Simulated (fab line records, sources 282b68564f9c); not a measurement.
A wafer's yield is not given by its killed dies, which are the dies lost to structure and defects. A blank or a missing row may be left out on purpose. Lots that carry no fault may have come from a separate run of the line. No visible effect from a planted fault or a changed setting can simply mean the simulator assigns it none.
Split-lot experiment | flow rit cmos | on a route of 202 steps: 5 lots, 23 wafers read

THE SPLIT
At RIT_CONTACT_DEVELOP_07 (develop time 120 s), the setting develop time s was moved away from the recipe's 120 s on 7 of the 23 wafers read, by -10.3% to +6.2%. For the rest of the wafers, this setting stayed at what the recipe calls for.

FROM THE SPLIT TO THE READING: what the file shows between them, 4 steps
- RIT_CONTACT_CD_MEAS_08: target cd 1000 nm
- RIT_CONTACT_HARDBAKE_10: time 60 s
- RIT_CONTACT_ETCH_11: etches SiO2 in CHF3/CF4/Ar, stops on TiSi2, target depth 480 nm, time 320 s
- RIT_CONTACT_STRIP_12: strips in O2, time 180 s

THE READING
At RIT_CONTACT_CD_MEAS_90: cd nm in nanometres, against a target cd of 1000 nm. A value of 999.6 nm with a standard deviation of 2.2 nm is what fault-free wafers of this fab line usually give.

wafer  | tool, chamber at the split | develop time s as run, s | against the recipe | cd nm, nm | against lot-mates on the recipe
L078.1 | litho track-04, 0          | 120                      | recipe             | 1004.5    | -
L078.2 | litho track-04, 0          | 120                      | recipe             | 1002.7    | -
L078.4 | litho track-04, 0          | 120                      | recipe             | 998.6     | -
L078.5 | litho track-04, 0          | 120                      | recipe             | 1001.6    | -
L078.6 | litho track-04, 0          | 120                      | recipe             | 1000.2    | -
L079.2 | litho track-02, 0          | 120                      | recipe             | 999.9     | -
L079.4 | litho track-02, 0          | 120                      | recipe             | 998.8     | -
L079.5 | litho track-02, 0          | 120                      | recipe             | 998.1     | -
L080.1 | litho track-02, 0          | 120                      | recipe             | 995.2     | -
L080.2 | litho track-02, 0          | 120                      | recipe             | 998.3     | -
L080.3 | litho track-02, 0          | 127.5                    | +6.2%              | 1002.1    | +5.3
L080.5 | litho track-02, 0          | 120                      | recipe             | 997.0     | -
L080.6 | litho track-02, 0          | 127.5                    | +6.2%              | 1004.0    | +7.2
L083.1 | litho track-04, 0          | 120                      | recipe             | 998.1     | -
L083.2 | litho track-04, 0          | 107.6                    | -10.3%             | 990.5     | -7.9
L083.3 | litho track-04, 0          | 120                      | recipe             | 999.1     | -
L083.4 | litho track-04, 0          | 107.6                    | -10.3%             | 989.6     | -8.8
L083.6 | litho track-04, 0          | 120                      | recipe             | 997.9     | -
L081.1 | litho track-01, 0          | 120                      | recipe             | 1001.2    | -
L081.2 | litho track-01, 0          | 111.8                    | -6.8%              | 993.7     | -6.3
L081.3 | litho track-01, 0          | 120                      | recipe             | 998.8     | -
L081.4 | litho track-01, 0          | 111.8                    | -6.8%              | 991.6     | -8.4
L081.5 | litho track-01, 0          | 111.8                    | -6.8%              | 993.8     | -6.2

FIT RESULTS
A straight line over all 23 wafers: cd nm changes by +0.835 nm for each +1% of develop time s; r = +0.87; the points scatter about the line by 2 nm.
The same after taking each lot's own level away (the mean of its wafers on the recipe; 23 wafers): +0.912 nm for each +1%; r = +0.94; scatter 1.4 nm.
The reading moves by 9.4 nm for the largest change in develop time s, on that fit.
The span of the lots' own levels, 996.83 to 1001.52 nm, comes to 2.1 times the standard deviation stated above.
So the lot-to-lot level changes the slope little: the two slopes agree.
Check: with one of the wafers moved furthest among these (-10.3%) left out of the fit, the line predicts -9.89 nm for it against its lot-mates. It came out at -7.87 nm against them.

OTHER SPLITS APPLIED TO THESE WAFERS
Before the reading, these wafers also passed through other splits. Each is held against what the fit with the lots' levels taken away leaves over:
other split on the same wafers | wafers away from the commonest value | r with cd nm (lot level and that fit taken away)
RIT_SDANNEAL_CLEAN_00 time s   | 18                                   | +0.18
RIT_SILICIDE_SPUTTER_01 time s | 10                                   | +0.24

THE WHOLE CHAIN: every reading that the file lists as answering this split, in the file's order
step                   | what it does                                                                | reading                                                        | change (the file's fit)               | r (the file's)
RIT_CONTACT_CD_MEAS_08 | target cd 1000 nm                                                           | cd nm                                                          | +0.896 nm for each +1% of the setting | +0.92
RIT_CONTACT_ETCH_11    | etches SiO2 in CHF3/CF4/Ar, stops on TiSi2, target depth 480 nm, time 320 s | CONTACT.cd nm (the simulator's own value, which no gauge read) | +0.882 nm for each +1% of the setting | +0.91
RIT_CONTACT_CD_MEAS_90 | target cd 1000 nm                                                           | cd nm                                                          | +0.893 nm for each +1% of the setting | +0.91

THE FILE'S OWN FIT
cd nm changes by +0.893 nm for each +1% of develop time s, r = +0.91.
